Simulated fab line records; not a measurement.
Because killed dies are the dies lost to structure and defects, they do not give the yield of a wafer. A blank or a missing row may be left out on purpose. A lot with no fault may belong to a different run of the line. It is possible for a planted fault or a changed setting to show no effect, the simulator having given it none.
2 desks looking at one fault	flow berkeley cmos170	only its own numbers are on each desk; what lay behind them is given at the end

## THE METROLOGY DESK
Means of the sampled wafers that have a number, per lot and without regard to the tool the lot ran on: this is what the gauges read. The brackets show how far a lot's mean lies from the usual mean; more than 4 standard deviations puts the lot out of limits, marked OUT. Readings shown: 7 of its 12, picked as those furthest out on some lot.
Columns: A = PSD_RS at UCB170_SDANNEAL_RS_MEAS_02, usual 75.8 ohm/sq; B = PLDD_RS at UCB170_SDANNEAL_RS_MEAS_04, usual 1032.1 ohm/sq; C = SILICIDE_TI_RS at UCB170_SILICIDE_RS_MEAS_02, usual 25.72 ohm/sq; D = SILICIDE_TI_THK at UCB170_SILICIDE_THK_MEAS_03, usual 29.92 nm; E = cd nm at UCB170_CONTACT_CD_MEAS_15, usual 699.4 nm; F = M1_AL_RS at UCB170_M1_RS_MEAS_01, usual 0.0483 ohm/sq; G = M1_AL_THK at UCB170_M1_THK_MEAS_02, usual 602 nm
lot	first seen here	A	B	C	D	E	F	G
L263	day 9 08:59	75.8	1031.4	25.95	29.71	697.6	0.0484	600
L266	day 9 09:49	75.1	1033.1	25.24	30.34	697.8	0.0485	600
L268	day 10 07:47	75.2	1027.1	25.89	29.72	698.7	0.0489	594
L273	day 11 10:22	76.1	1031.5	25.65	29.95	698.1	0.0477	611
L281	day 13 04:29	75.5	1034.7	25.40	30.27	700.9	0.0481	603
L282	day 13 05:09	76.0	1034.6	25.54	30.19	700.1	0.0486	599
Finding of this desk: none of the 6 lots has anything out of limits.

## THE TOOL OWNER'S DESK: rtp anneal-02
Per lot that ran on this tool, the mean of the sampled wafers carrying a number, from the tool's own readings at UCB170_SILICIDE_RTA_04 (time 15 s). The brackets show how far a lot's mean lies from the usual mean; more than 4 standard deviations puts the lot out of limits, marked OUT.
Columns: A = lamp power pct at UCB170_SILICIDE_RTA_04, usual 11.6 %; B = wafer_temp_C_max at UCB170_SILICIDE_RTA_04, usual 652.9
lot	first seen here	A	B
L266	day 9 10:34	12.5	653.2
L268	day 10 08:33	12.5	653.0
L281	day 13 05:14	12.3	652.4
L282	day 13 05:55	12.3	652.2
Finding of this desk: none of the 4 lots has anything out of limits.

## BROUGHT TOGETHER
From the metrology desk's view, nothing was out of limits.
The tool owner's desk saw nothing out of limits.

## WHAT THE SIMULATOR HAD PUT IN
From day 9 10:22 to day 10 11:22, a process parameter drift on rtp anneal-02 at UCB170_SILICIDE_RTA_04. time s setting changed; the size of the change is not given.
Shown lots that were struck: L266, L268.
